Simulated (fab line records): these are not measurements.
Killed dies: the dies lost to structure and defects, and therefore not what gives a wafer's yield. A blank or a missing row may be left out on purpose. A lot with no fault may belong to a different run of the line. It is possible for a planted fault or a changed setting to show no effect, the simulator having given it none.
Split-lot experiment / flow rit_cmos / on a route of 202 steps: 5 lots, 23 wafers read

## ON THE SPLIT
At RIT_M1_SPUTTER_00 (material Al, target thk 400 nm, time 500 s), the setting time_s was moved away from the recipe's 500 s on 8 of the 23 wafers read, by -7.9% to -4.2%. All remaining wafers had this setting at the recipe value.

## FROM THE SPLIT ON TO THE READING: in between, the file shows 1 step
- RIT_M1_RS_MEAS_01: measures by four-point-probe

## THE READING
M1_AL_THK, in nm, at RIT_M1_THK_MEAS_02 (measures by xrf). On this fab line, fault-free wafers typically give 401 nm with a standard deviation of 5.2 nm.

wafer=L074.2; tool, chamber at the split=pvd_sputter-01, -; time_s as run, s=500; against the recipe=recipe; M1_AL_THK, nm=413; against lot-mates on the recipe=-
wafer=L074.4; tool, chamber at the split=pvd_sputter-01, -; time_s as run, s=500; against the recipe=recipe; M1_AL_THK, nm=406; against lot-mates on the recipe=-
wafer=L074.5; tool, chamber at the split=pvd_sputter-01, -; time_s as run, s=500; against the recipe=recipe; M1_AL_THK, nm=411; against lot-mates on the recipe=-
wafer=L077.1; tool, chamber at the split=pvd_sputter-04, -; time_s as run, s=500; against the recipe=recipe; M1_AL_THK, nm=404; against lot-mates on the recipe=-
wafer=L077.2; tool, chamber at the split=pvd_sputter-04, -; time_s as run, s=479; against the recipe=-4.2%; M1_AL_THK, nm=389; against lot-mates on the recipe=-14
wafer=L077.3; tool, chamber at the split=pvd_sputter-04, -; time_s as run, s=479; against the recipe=-4.2%; M1_AL_THK, nm=394; against lot-mates on the recipe=-8
wafer=L077.4; tool, chamber at the split=pvd_sputter-04, -; time_s as run, s=479; against the recipe=-4.2%; M1_AL_THK, nm=381; against lot-mates on the recipe=-22
wafer=L077.6; tool, chamber at the split=pvd_sputter-04, -; time_s as run, s=500; against the recipe=recipe; M1_AL_THK, nm=401; against lot-mates on the recipe=-
wafer=L079.1; tool, chamber at the split=pvd_sputter-04, -; time_s as run, s=500; against the recipe=recipe; M1_AL_THK, nm=395; against lot-mates on the recipe=-
wafer=L079.2; tool, chamber at the split=pvd_sputter-04, -; time_s as run, s=500; against the recipe=recipe; M1_AL_THK, nm=397; against lot-mates on the recipe=-
wafer=L079.4; tool, chamber at the split=pvd_sputter-04, -; time_s as run, s=500; against the recipe=recipe; M1_AL_THK, nm=399; against lot-mates on the recipe=-
wafer=L079.5; tool, chamber at the split=pvd_sputter-04, -; time_s as run, s=500; against the recipe=recipe; M1_AL_THK, nm=394; against lot-mates on the recipe=-
wafer=L079.6; tool, chamber at the split=pvd_sputter-04, -; time_s as run, s=500; against the recipe=recipe; M1_AL_THK, nm=395; against lot-mates on the recipe=-
wafer=L081.1; tool, chamber at the split=pvd_sputter-04, -; time_s as run, s=468.3; against the recipe=-6.3%; M1_AL_THK, nm=370; against lot-mates on the recipe=-28
wafer=L081.3; tool, chamber at the split=pvd_sputter-04, -; time_s as run, s=500; against the recipe=recipe; M1_AL_THK, nm=401; against lot-mates on the recipe=-
wafer=L081.4; tool, chamber at the split=pvd_sputter-04, -; time_s as run, s=468.3; against the recipe=-6.3%; M1_AL_THK, nm=374; against lot-mates on the recipe=-24
wafer=L081.5; tool, chamber at the split=pvd_sputter-04, -; time_s as run, s=500; against the recipe=recipe; M1_AL_THK, nm=398; against lot-mates on the recipe=-
wafer=L081.6; tool, chamber at the split=pvd_sputter-04, -; time_s as run, s=500; against the recipe=recipe; M1_AL_THK, nm=396; against lot-mates on the recipe=-
wafer=L083.1; tool, chamber at the split=pvd_sputter-04, -; time_s as run, s=460.3; against the recipe=-7.9%; M1_AL_THK, nm=370; against lot-mates on the recipe=-30
wafer=L083.2; tool, chamber at the split=pvd_sputter-04, -; time_s as run, s=460.3; against the recipe=-7.9%; M1_AL_THK, nm=369; against lot-mates on the recipe=-30
wafer=L083.4; tool, chamber at the split=pvd_sputter-04, -; time_s as run, s=460.3; against the recipe=-7.9%; M1_AL_THK, nm=376; against lot-mates on the recipe=-24
wafer=L083.5; tool, chamber at the split=pvd_sputter-04, -; time_s as run, s=500; against the recipe=recipe; M1_AL_THK, nm=399; against lot-mates on the recipe=-
wafer=L083.6; tool, chamber at the split=pvd_sputter-04, -; time_s as run, s=500; against the recipe=recipe; M1_AL_THK, nm=400; against lot-mates on the recipe=-

THE FIT
A straight line over all 23 wafers: M1_AL_THK changes by +3.78 nm for each +1% of time_s; r = +0.91; the points scatter about the line by 5.6 nm.
The same after taking each lot's own level away (the mean of its wafers on the recipe; 23 wafers): +3.66 nm for each +1%; r = +0.97; scatter 3.2 nm.
The reading moves by 29 nm for the largest change in time_s, on that fit.
Across the lots, their own levels run from 396.0 to 410.0 nm, a range of 2.7 times the standard deviation given above.
The two slopes agree, so the slope changes little with the lot-to-lot level.
Check: for one of the wafers moved furthest among these (-7.9%), held out of the fit, the line's prediction against its lot-mates is -28.9 nm. It came out at -29.5 nm against them.

## THE OTHER SPLITS THESE WAFERS WENT THROUGH
Before the reading, these wafers also passed through other splits. Each is held against what the fit with the lots' levels taken away leaves over:
other split on the same wafers=RIT_PSD_IMPLANT_08 dose_cm2; wafers away from the commonest value=8; r with M1_AL_THK (lot level and that fit taken away)=-0.20
other split on the same wafers=RIT_SILICIDE_SPUTTER_01 time_s; wafers away from the commonest value=8; r with M1_AL_THK (lot level and that fit taken away)=-0.01
other split on the same wafers=RIT_CONTACT_CVD_00 time_s; wafers away from the commonest value=8; r with M1_AL_THK (lot level and that fit taken away)=-0.31
other split on the same wafers=RIT_CONTACT_COAT_03 spin_rpm; wafers away from the commonest value=9; r with M1_AL_THK (lot level and that fit taken away)=-0.20

## THE WHOLE CHAIN: every reading that the file lists as answering this split, in the file's order
step=RIT_M1_SPUTTER_00; what it does=material Al, target thk 400 nm, time 500 s; reading=Al_of_M1_SPUTTER_00.thk_nm (the simulator's own value, which no gauge read); change (the file's fit)=+3.71 nm for each +1% of the setting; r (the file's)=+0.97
step=RIT_M1_RS_MEAS_01; what it does=measures by four-point-probe; reading=M1_AL_RS; change (the file's fit)=-0.000746 for each +1% of the setting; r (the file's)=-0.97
step=RIT_M1_THK_MEAS_02; what it does=measures by xrf; reading=M1_AL_THK; change (the file's fit)=+3.72 for each +1% of the setting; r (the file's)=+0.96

## FILE'S OWN FIT
M1_AL_THK changes by +3.72 nm for each +1% of time_s, r = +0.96.
